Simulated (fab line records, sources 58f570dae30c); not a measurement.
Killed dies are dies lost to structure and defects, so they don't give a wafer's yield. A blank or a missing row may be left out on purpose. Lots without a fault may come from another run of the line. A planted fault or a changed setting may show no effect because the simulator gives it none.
A struck lot beside a sound one | flow berkeley_cmos170 | 16 steps out of a route of 331
Sound: wafers L819.3, L819.5, L819.6. Struck: wafers L826.2, L826.3, L826.6. The cause comes at the end.
At each step with rows: each side's tool, then ch and its chambers, then its first start. Under that, the readings that differ: sound wafers | struck wafers | difference of the means | sigmas: that difference in standard deviations of wafers without a fault.
alike: readings whose means differ by less than 2 such deviations, and words and numbers that are the same on both sides. not compared: withheld readings, readings that some wafer has no value for, bounds like >300 that may hide the same value, and numbers for which the record gives no deviation and whose values overlap.
The two part at a step that has a row with sigmas, a row that says differs or no value, or rows on one side only. Numbers that don't overlap but have no deviation are shown without sigmas and don't part them. A reading that every wafer of one side lacks parts them only if that side has two wafers or more.

first, 5 steps without rows for these wafers: UCB170_M1_COAT_04 (resist thk 900 nm); UCB170_M1_SOFTBAKE_05 (time 60 s); UCB170_M1_EXPOSE_06 (exposes mask METAL1, target cd 700 nm); UCB170_M1_PEB_07; UCB170_M1_DEVELOP_08 (develop time 45 s).
UCB170_M1_CD_MEAS_09: target cd 700 nm.
  sound on cd_sem-02, day 10 10:58; struck on cd_sem-02, day 11 09:12
  reading    | sound             | struck            | difference | sigmas
  cd_nm (nm) | 697.3 698.5 700.1 | 702.0 701.2 702.8 | +3.4       | +3
UCB170_M1_OVL_MEAS_10:
  sound on overlay-02, day 10 11:03; struck on overlay-01, day 11 09:19
  alike: M1_OVL
UCB170_M1_ETCH_11: etches BARC in N2/H2.
  sound on rie_diel-04 ch 1,2,3, day 10 11:04; struck on rie_diel-02 ch 0,2,3, day 11 09:20
  alike: drypump_motor_current_A, h2_flow_sccm, n2_flow_sccm, oes_product_au, throttle_valve_pct
UCB170_M1_METAL_ETCH_12: etches Al in Cl2/BCl3, stops on PSG, target depth 780 nm, time 130 s.
  sound on rie_metal-03 ch 0,1, day 10 11:10; struck on rie_metal-02 ch 0,1, day 11 09:23
  alike: drypump_motor_current_A, oes_product_au, throttle_valve_pct
  not compared: rf_hours_counter_h
UCB170_M1_STRIP_13: strips in O2.
  sound on plasma_asher-02 ch 0,1, day 10 11:17; struck on plasma_asher-04 ch 0,1, day 11 09:31
  alike: drypump_motor_current_A, oes_product_au
  not compared: rf_hours_counter_h
UCB170_M1_CD_MEAS_90: target cd 700 nm.
  sound on cd_sem-01, day 10 11:23; struck on cd_sem-02, day 11 09:38
  alike: cd_nm
then, 1 step without rows for these wafers: UCB170_M1_ANNEAL_14 (time 1200 s).
UCB170_V1_CVD_00: deposits SiO2 from TEOS/O2, target thk 2000 nm, time 250 s.
  sound on pecvd-01 ch 0,2, day 10 14:09; struck on pecvd-01 ch 0,1, day 11 13:02
  reading                             | sound             | struck            | difference | sigmas
  rf_fwd_power_W (W)                  | 546.7 547.0 547.6 | 765.7 767.9 768.3 | +220.2     | +99 or more
  model.SiO2_of_V1_CVD_00.thk_nm (nm) | 1955 2021 2020    | 2215 2218 2247    | +228       |
  alike: heater_power_w
UCB170_V1_THK_MEAS_01:
  sound on film_metro-04, day 10 14:20; struck on film_metro-04, day 11 13:13
  reading          | sound          | struck         | difference | sigmas
  V1_TEOS_THK (nm) | 1955 2020 2020 | 2214 2218 2247 | +228       | +9
UCB170_V1_CMP_02: polishes SiO2.
  sound on cmp-02 ch 1,2,3, day 10 14:28; struck on cmp-01 ch 0,3, day 11 13:19
  alike: motor_current_A
then, 1 step without rows for these wafers: UCB170_M3_PROBE_99.

WHERE THEY PART
First at UCB170_M1_CD_MEAS_09; last, within this record, at UCB170_V1_THK_MEAS_01. Later steps at which nothing parts them and some readings are alike: UCB170_V1_CMP_02.

WHY: what the simulator had put in
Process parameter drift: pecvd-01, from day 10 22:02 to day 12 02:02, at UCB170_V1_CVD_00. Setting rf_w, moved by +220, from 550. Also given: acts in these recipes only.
